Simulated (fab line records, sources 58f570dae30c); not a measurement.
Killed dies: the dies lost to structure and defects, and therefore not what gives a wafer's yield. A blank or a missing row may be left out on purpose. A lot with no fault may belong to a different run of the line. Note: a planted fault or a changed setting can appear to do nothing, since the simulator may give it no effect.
A struck lot beside a sound one | flow berkeley cmos170 | 14 out of 331 route steps
Sound: these wafers, L334.2, L334.3, L334.6. Struck: wafers L339.1, L339.2, L339.5. At the end, the cause is stated.
Order at every step that has rows: each side's tool, ch and its chambers, its first start. Under that, the readings that differ: sound wafers | struck wafers | difference of the means | sigmas: that difference in standard deviations of wafers without a fault.
alike: a reading whose means differ by less than 2 such deviations, as well as words and numbers matching on both sides. not compared: withheld readings; readings where some wafer has no value; bounds like >300 that might hide an equal value; numbers whose values overlap and for which the record gives no deviation.
Wherever a step has rows on one side only, a row that says differs or no value, or a row with sigmas, the two part there. When numbers do not overlap yet have no deviation, they are printed without sigmas and do not part them. A reading missing from all wafers of one side parts the sides only when that side holds two or more wafers.

UCB170_M2_SPUTTER_01: material Al, target thk 900 nm, time 120 s.
  sound on pvd sputter-02, day 8 21:15; struck on pvd sputter-04, day 10 00:03
  alike: cathode dc power W, throttle valve pct
UCB170_M2_RS_MEAS_02: uses a four-point probe to measure.
  sound on film metro-03, day 8 21:21; struck on film metro-02, day 10 00:08
  alike: M2_AL_RS
UCB170_M2_THK_MEAS_03: measures by xrf.
  sound on film metro-03, day 8 21:28; struck on film metro-02, day 10 00:15
  alike: M2_AL_THK
then, 3 steps without rows for these wafers: UCB170_M2_HMDS_04 (prime time 60 s); UCB170_M2_COAT_05 (resist thk 900 nm); UCB170_M2_SOFTBAKE_06 (time 60 s).
UCB170_M2_STRIP_07: strips in O2.
  sound on plasma asher-02 ch 0,1, day 8 22:37; struck on plasma asher-02 ch 0,1, day 10 00:46
  alike: drypump motor current A, oes product au, strip time to endpoint s
  not compared: rf hours counter h
then, 5 steps without rows for these wafers: UCB170_M2_STRIP_08 (strips KrF in DMSO, time 600 s); UCB170_M2_COAT_09; UCB170_M2_COAT_10 (resist thk 900 nm); UCB170_M2_SOFTBAKE_11 (time 60 s); UCB170_M2_EXPOSE_12 (exposes mask METAL2, target cd 700 nm).
UCB170_M2_PEB_13:
  sound on litho track-01 ch 0, day 9 00:56; struck on litho track-01, day 10 01:36
  no value came back on the struck wafers for chill plate temp C (C), exhaust pa (Pa), plate temp C (C); on the sound wafers chill plate temp C (C) reads 22.86 22.91 22.88
then, 1 step without rows for these wafers: UCB170_M2_DEVELOP_14 (develop time 45 s).

WHERE THEY PART
At UCB170_M2_PEB_13 and nowhere else, as far as this record goes.

WHY: what had been put in by the simulator
Skipped step whole: litho track-01, from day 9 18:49 on, at UCB170_M2_PEB_13. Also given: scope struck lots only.
